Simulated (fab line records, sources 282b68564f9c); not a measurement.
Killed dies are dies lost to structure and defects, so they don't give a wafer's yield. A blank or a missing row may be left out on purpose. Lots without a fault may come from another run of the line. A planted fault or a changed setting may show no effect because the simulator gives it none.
fab line records | flow rit_cmos
record lots=14 wafers=42 last_day=7
route steps=202 shown NLDD@109 NSD@141 SDANNEAL@153 CONTACT@176 M1@202
lots that met no fault: from a run of the same line without faults
start_h: hours from the record's first day to the start of the lot's first wafer shown | wait_h: hours since the lot's step before | " the same as in the row above | L1.1+2: a row that stands for several wafers | - no value, or no start given | * or withheld: withheld | < > ~ a bound
route shown NAME@n: a module of which the file shows steps, and the number in the route of the first | usual: mean/standard deviation of fault-free wafers | same: alike in all rows | chamber/n: place in a boat | sites: the reading at each site | _std_site: their standard deviation | _edge_site: outer sites' mean less inner sites' | radius_mm: how far each site lies from the wafer's centre | mask NAME#n: copy n | behind: the tool/chamber that last shaped the wafer | hold: why the lot was held/for how many hours/how that ended | device: the transistor (n, p or np) that didn't switch | end of line: the same wafers' tests at the end of the route | a step without rows: its recipe alone | killed: dies lost to structure and defects at the first sort, not the wafer's yield | map: a wafer's dies, x killed, . not, _ none there
set.NAME: the setting as run; set.NAME@STEP: as run at that earlier step | model.NAME: the simulator's own value behind a step, which no gauge read
steps of the route over a sample of lots; a table a step, a row a wafer
services: from which hour (start_h, from the record's first day; less than 0 if before it) a tool's chamber was out of use, for how many hours, and why
## steps
# step RIT_NLDD_OVL_MEAS_06
# usual NLDD_OVL=-0.4/1.3
# columns lot.wafer tool chamber start_h wait_h NLDD_OVL[nm]
L467.2 overlay-02 - 47.26 - -0.5
L467.5 " - " " 0.3
L467.6 " - " " -0.4
L468.1 overlay-02 - 55.81 - 0.3
L468.4 " - " " 1.6
L468.5 " - " " 0.3
L471.1 overlay-02 - 67.20 - -0.2
L471.2 " - " " 0.8
L471.4 " - " " 0.9
L472.3 overlay-02 - 72.07 - -2.3
L472.4 " - " " -2.0
L472.6 " - " " -0.9
L473.1 overlay-01 - 81.42 - -2.3
L473.2 " - " " 0.5
L473.5 " - " " -1.4
L474.2 overlay-02 - 83.13 - -0.5
L474.5 " - " " -1.4
L474.6 " - " " 1.0
L475.1 overlay-02 - 86.67 - -1.8
L475.2 " - " " -1.8
L475.4 " - " " -1.6
L476.1 overlay-02 - 92.08 - 1.6
L476.4 " - " " 1.1
L476.6 " - " " 1.7
L477.1 overlay-02 - 98.22 - -1.3
L477.4 " - " " -1.8
L477.6 " - " " -2.6
L484.1 overlay-02 - 136.58 - -0.1
L484.2 " - " " -1.1
L484.6 " - " " -0.5
L486.1 overlay-02 - 144.78 - 0.3
L486.2 " - " " 0.1
L486.3 " - " " 0.4
L487.4 overlay-02 - 147.32 - 1.5
L487.5 " - " " 1.4
L487.6 " - " " 1.5
L488.2 overlay-01 - 151.42 - 0.9
L488.3 " - " " -0.1
L488.4 " - " " -1.2
L489.1 overlay-02 - 157.55 - -1.0
L489.5 " - " " 0.5
L489.6 " - " " 0.3
# step RIT_NSD_TW_MEAS_10
# usual NSD_TW=3166/20
# columns lot.wafer tool chamber start_h wait_h NSD_TW
L467.2 film_metro-02 - 53.75 0.1 3155
L467.5 " - " " 3146
L467.6 " - " " 3176
L468.1 film_metro-03 - 61.87 0.1 3147
L468.4 " - " " 3137
L468.5 " - " " 3138
L471.1 film_metro-03 - 73.24 0.1 3140
L471.2 " - " " 3141
L471.4 " - " " 3124
L472.3 film_metro-04 - 79.57 0.1 3203
L472.4 " - " " 3160
L472.6 " - " " 3176
L473.1 film_metro-04 - 87.77 0.1 3198
L473.2 " - " " 3175
L473.5 " - " " 3181
L474.2 film_metro-03 - 89.53 0.1 3130
L474.5 " - " " 3132
L474.6 " - " " 3146
L475.1 film_metro-04 - 93.45 0.1 3154
L475.2 " - " " 3183
L475.4 " - " " 3180
L476.1 film_metro-03 - 98.30 0.1 3182
L476.4 " - " " 3174
L476.6 " - " " 3177
L477.1 film_metro-02 - 104.37 0.1 3186
L477.4 " - " " 3157
L477.6 " - " " 3175
L484.1 film_metro-02 - 142.70 0.1 3173
L484.2 " - " " 3179
L484.6 " - " " 3164
L486.1 film_metro-02 - 152.24 0.1 3160
L486.2 " - " " 3164
L486.3 " - " " 3175
L487.4 film_metro-02 - 155.12 0.1 3166
L487.5 " - " " 3149
L487.6 " - " " 3173
L488.2 film_metro-03 - 158.50 0.1 3165
L488.3 " - " " 3170
L488.4 " - " " 3152
L489.1 film_metro-03 - 164.41 0.1 3176
L489.5 " - " " 3179
L489.6 " - " " 3160
# step RIT_SDANNEAL_CLEAN_00
# recipe chemistry=SC1 mix=3:3:50 time_s=600 temp_c=75
# usual run_length_s=628/3.1
# columns lot.wafer tool chamber start_h wait_h run_length_s
L467.2 wet_bench-04 0 55.23 0.0 635
L467.5 " 0 " " 635
L467.6 " 0 " " 635
L468.1 wet_bench-01 0 63.35 0.1 626
L468.4 " 0 " " 626
L468.5 " 0 " " 626
L471.1 wet_bench-02 1 74.84 0.1 624
L471.2 " 1 " " 624
L471.4 " 1 " " 624
L472.3 wet_bench-02 2 81.10 0.0 627
L472.4 " 2 " " 627
L472.6 " 2 " " 627
L473.1 wet_bench-04 3 89.38 0.1 633
L473.2 " 3 " " 633
L473.5 " 3 " " 633
L474.2 wet_bench-02 2 91.00 0.0 566
L474.5 " 2 " " 566
L474.6 " 2 " " 566
L475.1 wet_bench-01 2 95.06 0.1 625
L475.2 " 2 " " 625
L475.4 " 2 " " 625
L476.1 wet_bench-01 2 99.78 0.1 625
L476.4 " 2 " " 625
L476.6 " 2 " " 625
L477.1 wet_bench-02 1 105.87 0.1 565
L477.4 " 1 " " 565
L477.6 " 1 " " 565
L484.1 wet_bench-01 0 144.30 0.1 626
L484.2 " 0 " " 626
L484.6 " 0 " " 626
L486.1 wet_bench-04 2 153.72 0.1 632
L486.2 " 2 " " 632
L486.3 " 2 " " 632
L487.4 wet_bench-01 0 156.69 0.0 627
L487.5 " 0 " " 627
L487.6 " 0 " " 627
L488.2 wet_bench-02 2 159.97 0.0 626
L488.3 " 2 " " 626
L488.4 " 2 " " 626
L489.1 wet_bench-04 1 165.94 0.1 632
L489.5 " 1 " " 632
L489.6 " 1 " " 632
# step RIT_CONTACT_CD_MEAS_08
# recipe target_cd_nm=1000
# usual cd_nm=1000.1/1.9
# columns lot.wafer tool chamber start_h wait_h cd_nm
L467.2 cd_sem-01 - 58.25 - 1001.7
L467.5 " - " " 1002.7
L467.6 " - " " 1003.9
L468.1 cd_sem-01 - 65.87 - 998.2
L468.4 " - " " 1000.7
L468.5 " - " " 999.6
L471.1 cd_sem-01 - 77.34 - 1000.6
L471.2 " - " " 1001.6
L471.4 " - " " 1000.3
L472.3 cd_sem-01 - 83.79 - 996.2
L472.4 " - " " 999.2
L472.6 " - " " 999.7
L473.1 cd_sem-01 - 92.48 - 999.7
L473.2 " - " " 999.9
L473.5 " - " " 998.0
L474.2 cd_sem-01 - 93.77 - 998.0
L474.5 " - " " 998.9
L474.6 " - " " 999.1
L475.1 cd_sem-01 - 98.02 - 1003.0
L475.2 " - " " 1002.1
L475.4 " - " " 1002.7
L476.1 cd_sem-01 - 102.58 - 997.5
L476.4 " - " " 999.3
L476.6 " - " " 995.9
L477.1 cd_sem-01 - 108.51 - 1000.5
L477.4 " - " " 1001.7
L477.6 " - " " 1000.6
L484.1 cd_sem-02 - 147.11 - 1002.2
L484.2 " - " " 1001.2
L484.6 " - " " 1002.1
L486.1 cd_sem-01 - 156.70 - 1002.3
L486.2 " - " " 1000.1
L486.3 " - " " 1001.7
L487.4 cd_sem-01 - 159.43 - 1000.3
L487.5 " - " " 999.1
L487.6 " - " " 1000.5
L488.2 cd_sem-01 - 162.71 - 999.2
L488.3 " - " " 998.6
L488.4 " - " " 1000.4
L489.1 cd_sem-01 - 168.64 - 1002.2
L489.5 " - " " 1001.4
L489.6 " - " " 1001.2
# step RIT_M1_PROBE_99
# usual killed_at_M0_to_M3=0.1/0.34 killed_at_contacts=0.1/0.26 killed_at_front_end=7/3.1 killed_dies=7/3.1 killed_open=3.5/1.9 killed_short=3.4/2.1
# same gross_dies=264 killed_at_M4_up=0 killed_at_back_side=0 killed_at_other=0
# columns lot.wafer tool chamber start_h wait_h killed_at_M0_to_M3 killed_at_contacts killed_at_front_end killed_dies killed_open killed_short
L467.2 prober-01 - 63.79 0.1 2 0 10 12 4 6
L467.5 prober-01 - 63.94 0.2 0 0 7 7 3 4
L467.6 prober-01 - 63.99 0.2 3 0 2 5 1 1
L468.1 prober-02 - 72.77 0.1 0 0 14 14 5 9
L468.4 prober-02 - 72.92 0.2 0 0 12 12 7 5
L468.5 prober-02 - 72.97 0.2 0 0 2 2 0 1
L471.1 prober-01 - 83.67 0.1 0 0 3 3 1 2
L471.2 prober-01 - 83.72 0.1 0 0 5 5 2 3
L471.4 prober-01 - 83.82 0.2 0 0 5 5 3 2
L472.3 prober-02 - 89.20 0.2 0 0 15 15 7 8
L472.4 prober-02 - 89.25 0.2 0 0 9 9 6 3
L472.6 prober-02 - 89.35 0.2 0 0 8 8 4 4
L473.1 prober-01 - 98.85 0.1 0 0 6 6 4 2
L473.2 prober-01 - 98.90 0.1 0 0 12 12 3 9
L473.5 prober-01 - 99.05 0.2 0 0 5 5 4 1
L474.2 prober-02 - 100.40 0.1 0 0 16 16 8 8
L474.5 prober-02 - 100.55 0.2 0 0 10 10 5 5
L474.6 prober-02 - 100.60 0.2 0 0 12 12 4 8
L475.1 prober-01 - 106.17 0.1 0 0 12 12 9 3
L475.2 prober-01 - 106.22 0.1 0 0 9 9 3 6
L475.4 prober-01 - 106.32 0.2 0 0 5 5 2 3
L476.1 prober-02 - 107.92 0.1 0 0 3 3 1 2
L476.4 prober-02 - 108.07 0.2 0 0 7 7 3 4
L476.6 prober-02 - 108.17 0.2 0 0 6 6 3 3
L477.1 prober-01 - 114.86 0.1 0 0 9 9 6 3
L477.4 prober-01 - 115.01 0.2 0 0 10 10 5 5
L477.6 prober-01 - 115.11 0.2 0 0 2 2 0 2
L484.1 prober-02 - 152.57 0.1 0 0 9 9 4 5
L484.2 prober-02 - 152.62 0.1 0 0 6 6 3 3
L484.6 prober-02 - 152.82 0.2 0 0 5 5 4 1
L486.1 prober-02 - 162.20 0.1 0 0 9 9 6 3
L486.2 prober-02 - 162.25 0.1 0 2 6 8 4 4
L486.3 prober-02 - 162.30 0.2 0 0 10 10 6 4
L487.4 prober-01 - 164.91 0.2 0 0 2 2 1 1
L487.5 prober-01 - 164.96 0.2 0 0 10 10 7 3
L487.6 prober-01 - 165.01 0.2 0 0 5 5 2 3
L488.2 prober-02 - 168.36 0.1 0 0 4 4 3 1
L488.3 prober-02 - 168.41 0.2 0 0 6 6 3 3
L488.4 prober-02 - 168.46 0.2 0 0 7 7 4 3
L489.1 prober-01 - 174.25 0.1 0 0 5 5 3 2
L489.5 prober-01 - 174.45 0.2 0 0 6 6 3 3
L489.6 prober-01 - 174.50 0.2 0 0 7 7 4 3
# killed by level:class
L467.2 GATE:geometric_particle:short=3 FOX1:geometric_particle:open=2 SPACER:geometric_particle:open=2 SILICIDE:geometric_particle:short=2 M1:coat_microbubble_printed=2 REOX:geometric_particle:short=1
L467.5 SPACER:geometric_particle:open=2 FOX1:geometric_particle:short=1 FOX2:geometric_particle:open=1 FOX2:geometric_particle:short=1 GATE:geometric_particle:short=1 SILICIDE:geometric_particle:short=1
L467.6 M1:coat_microbubble_printed=3 GATE:geometric_particle:short=1 SILICIDE:geometric_particle:open=1
L468.1 SILICIDE:geometric_particle:short=3 GATE:geometric_particle:open=2 GATE:geometric_particle:short=2 REOX:geometric_particle:short=2 SILICIDE:geometric_particle:open=2 FOX1:geometric_particle:short=1 FOX2:geometric_particle:open=1 SPACER:geometric_particle:short=1
L468.4 GATE:geometric_particle:short=3 GATE:geometric_particle:open=3 FOX1:geometric_particle:short=1 FOX1:geometric_particle:open=1 FOX2:geometric_particle:open=1 REOX:geometric_particle:open=1 SPACER:geometric_particle:short=1 SILICIDE:geometric_particle:open=1
L468.5 SILICIDE:geometric_particle:short=1 PWELL:coat_microbubble_printed=1
L471.1 FOX1:geometric_particle:short=1 FOX2:geometric_particle:open=1 GATE:geometric_particle:short=1
L471.2 GATE:geometric_particle:short=2 REOX:geometric_particle:open=1 SPACER:geometric_particle:short=1 SILICIDE:geometric_particle:open=1
L471.4 GATE:geometric_particle:short=1 GATE:geometric_particle:open=1 REOX:geometric_particle:short=1 REOX:geometric_particle:open=1 SPACER:geometric_particle:open=1
L472.3 GATE:geometric_particle:short=5 FOX1:geometric_particle:open=4 FOX2:geometric_particle:open=2 FOX2:geometric_particle:short=1 REOX:geometric_particle:short=1 SPACER:geometric_particle:short=1 SILICIDE:geometric_particle:open=1
L472.4 FOX1:geometric_particle:open=3 FOX1:geometric_particle:short=1 FOX2:geometric_particle:open=1 FOX2:geometric_particle:short=1 REOX:geometric_particle:short=1 REOX:geometric_particle:open=1 SILICIDE:geometric_particle:open=1
L472.6 FOX1:geometric_particle:open=2 REOX:geometric_particle:short=2 FOX1:geometric_particle:short=1 FOX2:geometric_particle:short=1 FOX2:geometric_particle:open=1 GATE:geometric_particle:open=1
L473.1 FOX1:geometric_particle:open=2 FOX2:geometric_particle:short=2 FOX2:geometric_particle:open=1 SILICIDE:geometric_particle:open=1
L473.2 FOX1:geometric_particle:short=3 SPACER:geometric_particle:short=3 GATE:geometric_particle:short=2 FOX2:geometric_particle:open=1 FOX2:geometric_particle:short=1 GATE:geometric_particle:open=1 SILICIDE:geometric_particle:open=1
L473.5 FOX1:geometric_particle:open=2 GATE:geometric_particle:open=2 GATE:geometric_particle:short=1
L474.2 GATE:geometric_particle:short=6 GATE:geometric_particle:open=5 SILICIDE:geometric_particle:open=2 FOX2:geometric_particle:short=1 REOX:geometric_particle:open=1 REOX:geometric_particle:short=1
L474.5 GATE:geometric_particle:open=3 GATE:geometric_particle:short=3 REOX:geometric_particle:open=2 SPACER:geometric_particle:short=1 SILICIDE:geometric_particle:short=1
L474.6 FOX1:geometric_particle:short=2 SILICIDE:geometric_particle:short=2 GATE:geometric_particle:short=2 GATE:geometric_particle:open=2 REOX:geometric_particle:open=2 SPACER:geometric_particle:short=2
L475.1 GATE:geometric_particle:open=3 SPACER:geometric_particle:open=3 FOX1:geometric_particle:open=2 GATE:geometric_particle:short=2 FOX2:geometric_particle:open=1 SILICIDE:geometric_particle:short=1
L475.2 SILICIDE:geometric_particle:short=2 FOX1:geometric_particle:open=1 FOX2:geometric_particle:short=1 GATE:geometric_particle:short=1 GATE:geometric_particle:open=1 REOX:geometric_particle:short=1 SPACER:geometric_particle:open=1 SPACER:geometric_particle:short=1
L475.4 SPACER:geometric_particle:short=2 FOX1:geometric_particle:short=1 REOX:geometric_particle:open=1 SPACER:geometric_particle:open=1
L476.1 FOX1:geometric_particle:short=1 GATE:geometric_particle:open=1 SPACER:geometric_particle:short=1
L476.4 REOX:geometric_particle:short=2 FOX1:geometric_particle:short=1 FOX2:geometric_particle:open=1 GATE:geometric_particle:open=1 SPACER:geometric_particle:short=1 SILICIDE:geometric_particle:open=1
L476.6 GATE:geometric_particle:short=2 SPACER:geometric_particle:open=2 GATE:geometric_particle:open=1 SPACER:geometric_particle:short=1
L477.1 REOX:geometric_particle:open=3 FOX1:geometric_particle:open=1 GATE:geometric_particle:short=1 GATE:geometric_particle:open=1 REOX:geometric_particle:short=1 SPACER:geometric_particle:open=1 SILICIDE:geometric_particle:short=1
L477.4 REOX:geometric_particle:open=2 REOX:geometric_particle:short=2 FOX1:geometric_particle:short=1 FOX1:geometric_particle:open=1 GATE:geometric_particle:short=1 SPACER:geometric_particle:open=1 SILICIDE:geometric_particle:short=1 SILICIDE:geometric_particle:open=1
L477.6 GATE:geometric_particle:short=1 REOX:geometric_particle:short=1
L484.1 FOX1:geometric_particle:short=1 FOX2:geometric_particle:short=1 FOX2:geometric_particle:open=1 GATE:geometric_particle:open=1 REOX:geometric_particle:open=1 REOX:geometric_particle:short=1 SPACER:geometric_particle:short=1 SPACER:geometric_particle:open=1
L484.2 GATE:geometric_particle:short=2 FOX2:geometric_particle:open=1 FOX2:geometric_particle:short=1 GATE:geometric_particle:open=1 SPACER:geometric_particle:open=1
L484.6 FOX1:geometric_particle:open=1 GATE:geometric_particle:open=1 REOX:geometric_particle:open=1 SPACER:geometric_particle:short=1 SILICIDE:geometric_particle:open=1
L486.1 GATE:geometric_particle:open=3 SPACER:geometric_particle:open=2 FOX1:geometric_particle:short=1 FOX2:geometric_particle:open=1 GATE:geometric_particle:short=1 REOX:geometric_particle:short=1
L486.2 GATE:geometric_particle:open=3 FOX1:geometric_particle:short=1 GATE:geometric_particle:short=1 SILICIDE:geometric_particle:short=1 CONTACT:geometric_particle:short=1 CONTACT:geometric_particle:open=1
L486.3 GATE:geometric_particle:short=4 FOX1:geometric_particle:open=2 GATE:geometric_particle:open=2 REOX:geometric_particle:open=1 SPACER:geometric_particle:open=1
L487.4 GATE:geometric_particle:short=1 GATE:geometric_particle:open=1
L487.5 REOX:geometric_particle:open=3 GATE:geometric_particle:open=2 FOX1:geometric_particle:open=1 FOX2:geometric_particle:short=1 SPACER:geometric_particle:open=1 SPACER:geometric_particle:short=1 SILICIDE:geometric_particle:short=1
L487.6 FOX1:geometric_particle:short=1 GATE:geometric_particle:open=1 REOX:geometric_particle:short=1 SPACER:geometric_particle:open=1 SILICIDE:geometric_particle:short=1
L488.2 GATE:geometric_particle:open=3 GATE:geometric_particle:short=1
L488.3 GATE:geometric_particle:short=2 SPACER:geometric_particle:open=2 REOX:geometric_particle:open=1 SILICIDE:geometric_particle:short=1
L488.4 GATE:geometric_particle:short=2 SPACER:geometric_particle:open=2 REOX:geometric_particle:short=1 REOX:geometric_particle:open=1 SILICIDE:geometric_particle:open=1
L489.1 GATE:geometric_particle:short=2 GATE:geometric_particle:open=2 SPACER:geometric_particle:open=1
L489.5 FOX1:geometric_particle:short=1 FOX1:geometric_particle:open=1 FOX2:geometric_particle:short=1 GATE:geometric_particle:open=1 SPACER:geometric_particle:open=1 SILICIDE:geometric_particle:short=1
L489.6 FOX1:geometric_particle:open=2 FOX1:geometric_particle:short=1 GATE:geometric_particle:short=1 REOX:geometric_particle:open=1 REOX:geometric_particle:short=1 SILICIDE:geometric_particle:open=1
## services
# columns tool chamber start_h hours kind
wet_bench-01 - 74.24 1.2 repair
## key
first_sign step=RIT_SDANNEAL_CLEAN_00 reading=run_length_s direction=down sigmas=20 usual=* struck=*
effect none on later readings
met_at RIT_SDANNEAL_CLEAN_00
struck_lots L474,L477
tester_left_out L474,L477
not_acting_at RIT_NLDD_OVL_MEAS_06,RIT_NSD_TW_MEAS_10,RIT_CONTACT_CD_MEAS_08
onset_between 81.10 91.00
fault kind=process_parameter_drift tool=wet_bench-02 chamber=- onset_h=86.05 steps=RIT_SDANNEAL_CLEAN_00 channel=time_s offset=* shape=step end_h=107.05 acts_in=* stated=*
# tester_left_out: of these lots the tester's yield and bins aren't shown, on N5 and GAA mostly nor the transistor test; their killed dies are dies lost to structure and defects alone, not to doping, threshold or leakage, so they don't give the yield
